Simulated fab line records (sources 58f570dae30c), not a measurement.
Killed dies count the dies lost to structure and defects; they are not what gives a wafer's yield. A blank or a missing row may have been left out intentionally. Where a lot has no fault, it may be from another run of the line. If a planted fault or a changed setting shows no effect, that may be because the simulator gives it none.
The same fault as seen by 2 desks	flow berkeley cmos170	numbers are kept per desk, each desk with only its own; the story behind them comes last

FROM THE METROLOGY DESK
What the gauges read for every lot (on any tool): the sampled wafers with a number, averaged. Any lot whose mean is over 4 standard deviations away from the usual mean is out of limits and marked OUT; that distance is given in the brackets.
Columns: A = NWELL_OXIDE_THK at UCB170_NWELL_THK_MEAS_02, usual 26.3 nm
lot	first seen here	A
L853	day 2 01:23	26.4
L855	day 2 17:28	26.4
L857	day 3 02:19	26.0
L858	day 3 02:20	26.1
L859	day 3 14:08	26.5
L862	day 3 20:46	25.7
L868	day 5 01:09	26.8
L869	day 5 09:28	26.5
L870	day 5 12:59	26.1
L872	day 6 01:02	26.8
L873	day 6 08:55	26.2
L875	day 6 17:35	26.9
L874	day 6 17:36	26.4
L876	day 7 05:49	26.3
This desk found nothing out of limits on any of the 14 lots.

TOOL OWNER'S DESK, litho track-01
At UCB170_PVT_SOFTBAKE_02 (time 60 s), the tool's own readings, given per lot that ran on this tool as the mean of the sampled wafers with a number. Any lot whose mean is over 4 standard deviations away from the usual mean is out of limits and marked OUT; that distance is given in the brackets.
Columns: A = heater power total W at UCB170_PVT_SOFTBAKE_02, usual 56.81 W; B = resist line temp C at UCB170_PVT_SOFTBAKE_02, usual 23.02 C; C = run length s at UCB170_PVT_SOFTBAKE_02, usual 89.15 s
lot	first seen here	A	B	C
L855	day 7 01:09	56.84	22.99	89.24
L859	day 7 06:28	56.81	23.05	89.30
L858	day 7 06:57	68.81 (+99 or more) OUT	23.02	59.37 (-99 or more) OUT
L862	day 8 17:13	68.74 (+99 or more) OUT	22.91	59.38 (-99 or more) OUT
This desk's finding: out of limits on L858, L862; first on L858, day 7 06:57 (heater power total W at UCB170_PVT_SOFTBAKE_02). L855, L859 stayed within limits.

TAKEN TOGETHER
At day 7 06:57, on L858, L862, the tool owner's desk was in a position to raise an alarm.
Nothing out of limits was seen by the metrology desk.
The metrology desk holds a record of L858, L862, inside its limits.
All the named lots went through UCB170_PVT_SOFTBAKE_02 on litho track-01.

WHAT THE SIMULATOR HAD INSERTED
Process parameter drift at UCB170_PVT_SOFTBAKE_02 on litho track-01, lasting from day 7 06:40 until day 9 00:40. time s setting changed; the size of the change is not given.
Struck lots among those shown: L858, L862.
Time in hours from fault onset to the first out-of-limits reading at each desk: the tool owner's desk, 0.
